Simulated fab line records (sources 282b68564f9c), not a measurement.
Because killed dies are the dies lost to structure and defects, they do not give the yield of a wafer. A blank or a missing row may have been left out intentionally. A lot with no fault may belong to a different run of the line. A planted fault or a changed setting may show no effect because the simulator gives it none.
fab line records + flow rit-cmos
record:
- lots: 14
- wafers: 42
- last-day: 7
route steps=202 shown NRETRO@61
lots untouched by any fault: they come from a run of this same line in which no faults occurred
start-h: the number of hours between the record's first day and the start of the first shown wafer of the lot + wait-h: hours elapsed since this lot's preceding step + " same as the row above + L1.1+2: one row covering several wafers at once + - value missing, or start not given + * or withheld: withheld + < > ~ a bound
route shown NAME@n: NAME is a module with steps in the file, n the number in the route of the first one + usual: mean/standard deviation of fault-free wafers + same: alike in all rows + chamber/n: place in a boat + sites: readings site by site + _std_site: standard deviation across them + _edge_site: outer sites' mean less inner sites' + radius-mm: for every site, how far away it sits from the centre of the wafer + mask NAME#n: copy n + behind: the last tool/chamber to shape the wafer + hold: the reason the lot was held/the length of the hold in hours/how it ended + device: transistor that didn't switch, given as n, p or np + end of line: tests of these same wafers at the route's end + step lacking rows: just its recipe + killed: count of dies lost to structure and defects at first sort (not the wafer's yield) + map: the dies of a wafer, with x for killed, . for not killed, _ for no die there
set.NAME: the run value of the setting; set.NAME@STEP: its run value at that earlier step + model.NAME: the simulator's own value behind a step, which no gauge read
one table for each step of the route and one row for each wafer, over a sample of lots
services: from which hour (start-h, from the record's first day; less than 0 if before it) a tool's chamber was out of use, for how many hours, and why
== steps ==
step: RIT_NRETRO_IMPLANT_08
recipe:
- species: P
- energy-kev: 70.94
- dose-cm2: 1e+13
- tilt-deg: 7
usual:
- beam-energy-keV: 70.939/0.024
- dose-ions-cm2: 1.0002e+13/1e+10
- faraday-current-uA: 31.7/0.59
same:
- implant-ion-amu: 31
| lot.wafer | tool         | chamber | start-h | wait-h | beam-energy-keV | dose-ions-cm2 | faraday-current-uA |
|-----------|--------------|---------|---------|--------|-----------------|---------------|--------------------|
| L583.2    | implanter-04 | 0       | 33.36   | 0.2    | 70.936          | 1.0023e+13    | 32.3               |
| L583.5    | "            | 0       | "       | "      | 70.919          | 1.0017e+13    | 31.5               |
| L583.6    | "            | 0       | "       | "      | 70.865          | 1.0033e+13    | 31.7               |
| L584.1    | implanter-01 | 0       | 38.51   | 0.2    | 70.921          | 9.992e+12     | 31.5               |
| L584.2    | "            | 0       | "       | "      | 70.913          | 9.992e+12     | 31.9               |
| L584.6    | "            | 0       | "       | "      | 70.920          | 9.991e+12     | 31.1               |
| L585.2    | implanter-04 | 0       | 42.51   | 0.2    | 70.959          | 1.0002e+13    | 32.1               |
| L585.4    | "            | 0       | "       | "      | 70.932          | 9.993e+12     | 31.5               |
| L585.5    | "            | 0       | "       | "      | 70.965          | 1.0022e+13    | 31.5               |
| L590.2    | implanter-04 | 0       | 68.09   | 0.2    | 70.945          | 1.001e+13     | 31.1               |
| L590.5    | "            | 0       | "       | "      | 70.931          | 9.997e+12     | 32.4               |
| L590.6    | "            | 0       | "       | "      | 70.965          | 9.998e+12     | 31.6               |
| L592.1    | implanter-01 | 0       | 78.93   | 0.2    | 70.917          | 8.296e+12     | 26.0               |
| L592.2    | "            | 0       | "       | "      | 70.952          | 8.311e+12     | 26.4               |
| L592.3    | "            | 0       | "       | "      | 70.936          | 8.301e+12     | 26.6               |
| L593.3    | implanter-01 | 0       | 82.21   | 0.2    | 70.903          | 8.278e+12     | 26.5               |
| L593.4    | "            | 0       | "       | "      | 70.912          | 8.306e+12     | 26.5               |
| L593.5    | "            | 0       | "       | "      | 70.917          | 8.304e+12     | 25.7               |
| L594.2    | implanter-04 | 0       | 86.59   | 0.2    | 70.960          | 1.0011e+13    | 32.5               |
| L594.3    | "            | 0       | "       | "      | 70.955          | 1.0017e+13    | 32.0               |
| L594.6    | "            | 0       | "       | "      | 70.923          | 9.993e+12     | 30.8               |
| L595.1    | implanter-04 | 0       | 92.34   | 0.2    | 70.942          | 9.997e+12     | 31.2               |
| L595.5    | "            | 0       | "       | "      | 70.991          | 9.999e+12     | 31.8               |
| L595.6    | "            | 0       | "       | "      | 70.949          | 9.994e+12     | 31.5               |
| L596.2    | implanter-04 | 0       | 94.91   | 0.2    | 70.958          | 9.999e+12     | 31.4               |
| L596.3    | "            | 0       | "       | "      | 70.916          | 1.0023e+13    | 31.8               |
| L596.4    | "            | 0       | "       | "      | 70.930          | 1.002e+13     | 31.5               |
| L597.2    | implanter-03 | 0       | 100.54  | 0.2    | 70.940          | 1.0002e+13    | 31.9               |
| L597.4    | "            | 0       | "       | "      | 70.947          | 9.999e+12     | 30.7               |
| L597.6    | "            | 0       | "       | "      | 70.948          | 1.0003e+13    | 32.2               |
| L598.1    | implanter-04 | 0       | 106.68  | 0.2    | 70.942          | 1.0003e+13    | 32.9               |
| L598.2    | "            | 0       | "       | "      | 70.954          | 1.0019e+13    | 31.8               |
| L598.6    | "            | 0       | "       | "      | 70.936          | 9.988e+12     | 30.3               |
| L601.1    | implanter-04 | 0       | 121.13  | 0.2    | 70.929          | 1.0008e+13    | 31.7               |
| L601.4    | "            | 0       | "       | "      | 70.887          | 1e+13         | 32.1               |
| L601.6    | "            | 0       | "       | "      | 70.936          | 9.996e+12     | 31.2               |
| L605.2    | implanter-03 | 0       | 141.49  | 0.2    | 70.961          | 9.986e+12     | 32.2               |
| L605.4    | "            | 0       | "       | "      | 70.965          | 9.996e+12     | 32.3               |
| L605.6    | "            | 0       | "       | "      | 70.977          | 9.992e+12     | 30.9               |
| L606.1    | implanter-04 | 0       | 146.50  | 0.2    | 70.948          | 9.982e+12     | 32.5               |
| L606.4    | "            | 0       | "       | "      | 70.925          | 1.0007e+13    | 31.6               |
| L606.5    | "            | 0       | "       | "      | 70.929          | 1.0003e+13    | 31.6               |
step: RIT_NRETRO_TW_MEAS_10
usual:
- NRETRO_TW: 1058/9.5
| lot.wafer | tool          | chamber | start-h | wait-h | NRETRO_TW |
|-----------|---------------|---------|---------|--------|-----------|
| L583.2    | film-metro-03 | -       | 33.67   | 0.1    | 1053      |
| L583.5    | "             | -       | "       | "      | 1056      |
| L583.6    | "             | -       | "       | "      | 1057      |
| L584.1    | film-metro-02 | -       | 38.83   | 0.1    | 1048      |
| L584.2    | "             | -       | "       | "      | 1044      |
| L584.6    | "             | -       | "       | "      | 1058      |
| L585.2    | film-metro-04 | -       | 42.82   | 0.1    | 1074      |
| L585.4    | "             | -       | "       | "      | 1071      |
| L585.5    | "             | -       | "       | "      | 1075      |
| L590.2    | film-metro-03 | -       | 68.40   | 0.1    | 1057      |
| L590.5    | "             | -       | "       | "      | 1060      |
| L590.6    | "             | -       | "       | "      | 1055      |
| L592.1    | film-metro-03 | -       | 79.25   | 0.1    | 999       |
| L592.2    | "             | -       | "       | "      | 993       |
| L592.3    | "             | -       | "       | "      | 995       |
| L593.3    | film-metro-04 | -       | 82.51   | 0.1    | 1006      |
| L593.4    | "             | -       | "       | "      | 1003      |
| L593.5    | "             | -       | "       | "      | 1006      |
| L594.2    | film-metro-03 | -       | 86.90   | 0.1    | 1057      |
| L594.3    | "             | -       | "       | "      | 1058      |
| L594.6    | "             | -       | "       | "      | 1051      |
| L595.1    | film-metro-03 | -       | 92.66   | 0.1    | 1055      |
| L595.5    | "             | -       | "       | "      | 1056      |
| L595.6    | "             | -       | "       | "      | 1058      |
| L596.2    | film-metro-04 | -       | 95.22   | 0.1    | 1065      |
| L596.3    | "             | -       | "       | "      | 1070      |
| L596.4    | "             | -       | "       | "      | 1066      |
| L597.2    | film-metro-02 | -       | 100.85  | 0.1    | 1057      |
| L597.4    | "             | -       | "       | "      | 1051      |
| L597.6    | "             | -       | "       | "      | 1051      |
| L598.1    | film-metro-02 | -       | 107.01  | 0.1    | 1048      |
| L598.2    | "             | -       | "       | "      | 1052      |
| L598.6    | "             | -       | "       | "      | 1054      |
| L601.1    | film-metro-02 | -       | 121.45  | 0.1    | 1051      |
| L601.4    | "             | -       | "       | "      | 1054      |
| L601.6    | "             | -       | "       | "      | 1054      |
| L605.2    | film-metro-04 | -       | 141.80  | 0.1    | 1069      |
| L605.4    | "             | -       | "       | "      | 1072      |
| L605.6    | "             | -       | "       | "      | 1068      |
| L606.1    | film-metro-03 | -       | 146.82  | 0.1    | 1070      |
| L606.4    | "             | -       | "       | "      | 1075      |
| L606.5    | "             | -       | "       | "      | 1067      |
== services ==
| tool         | chamber | start-h | hours | kind |
|--------------|---------|---------|-------|------|
| implanter-01 | -       | 28.41   | 5.5   | pm   |
| implanter-01 | -       | 105.08  | 2.3   | pm   |
== key ==
first-sign:
- step: RIT_NRETRO_IMPLANT_08
- reading: dose-ions-cm2
- direction: down
- sigmas: 99+
- usual: 1.0002e+13
- struck: 8.299e+12
effect:
- step: RIT_NRETRO_IMPLANT_08
- reading: faraday-current-uA
- direction: down
- sigmas: 9.1
- usual: 31.7
- struck: 26.3
effect:
- step: RIT_NRETRO_TW_MEAS_10
- reading: NRETRO_TW
- direction: down
- sigmas: 6.1
- usual: 1058
- struck: 1000
met-at RIT_NRETRO_IMPLANT_08
struck-lots L592,L593
tester-left-out L592,L593
onset-between 38.51 78.93
fault:
- kind: process-parameter-drift
- tool: implanter-01
- chamber: -
- onset-h: 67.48
- steps: RIT_NRETRO_IMPLANT_08
- channel: dose-cm2
- offset: -1.7e+12
- shape: step
- end-h: 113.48
- acts-in: these-recipes-only
- stated: 1e+13
tester-left-out: of these lots the tester's yield and bins aren't shown, on N5 and GAA mostly nor the transistor test; their killed dies are dies lost to structure and defects alone, not to doping, threshold or leakage, so they don't give the yield
